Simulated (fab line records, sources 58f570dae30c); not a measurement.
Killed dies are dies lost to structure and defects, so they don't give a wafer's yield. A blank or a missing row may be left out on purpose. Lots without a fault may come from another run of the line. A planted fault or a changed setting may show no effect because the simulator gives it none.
Which tool did it? | flow berkeley_cmos170 | 7 lots, 21 wafers sampled, at 2 steps of a route of 331

WHAT THE GAUGES READ, wafer by wafer
UCB170_V2_BOW_MEAS_03.
lot  | measured     | on            | V2_BOW (um)
L717 | day 8 15:36  | film_metro-03 | 42 30 44
L720 | day 9 18:45  | film_metro-01 | 34 35 35
L724 | day 10 16:41 | film_metro-03 | 45 39 42
L727 | day 11 04:19 | film_metro-01 | 36 36 33
L729 | day 11 03:56 | film_metro-04 | 42 37 46
L734 | day 12 12:07 | film_metro-04 | 44 28 48
L737 | day 13 15:41 | film_metro-04 | 31 49 29

WHICH TOOL RAN EACH LOT (tool, then ch and the chambers of the sampled wafers, then the start)
lot  | UCB170_NWELL_OXIDATION_01
L717 | furnace-02 ch 0, day 2 05:16
L720 | furnace-02 ch 0, day 2 18:26
L724 | furnace-02 ch 0, day 3 17:04
L727 | furnace-01 ch 0, day 4 10:59
L729 | furnace-01 ch 0, day 4 22:26
L734 | furnace-02 ch 0, day 5 16:56
L737 | furnace-04 ch 0, day 6 13:25
- UCB170_NWELL_OXIDATION_01: target thk 26.4 nm, ox time 1260 s.

THE ANSWER, worked out from the rows above alone
Rule: what is usual is taken from the lots themselves. Put in order of their means at a reading, lots are off if they are a third of the lots or fewer, leave a main group of 4 or more, and stand apart from it by a gap of 3 or more times the standard deviation of the main group's means; of several such gaps the widest counts. A main group whose means are all the same, to the digits that the tables above print for the reading, isn't used. A lot without any number at a reading at which 4 lots or more have one is off too. The other lots that the step has rows for count as sound.
No lot is off at any reading shown: from this, nothing can be told.

WHAT THE SIMULATOR HAD PUT IN
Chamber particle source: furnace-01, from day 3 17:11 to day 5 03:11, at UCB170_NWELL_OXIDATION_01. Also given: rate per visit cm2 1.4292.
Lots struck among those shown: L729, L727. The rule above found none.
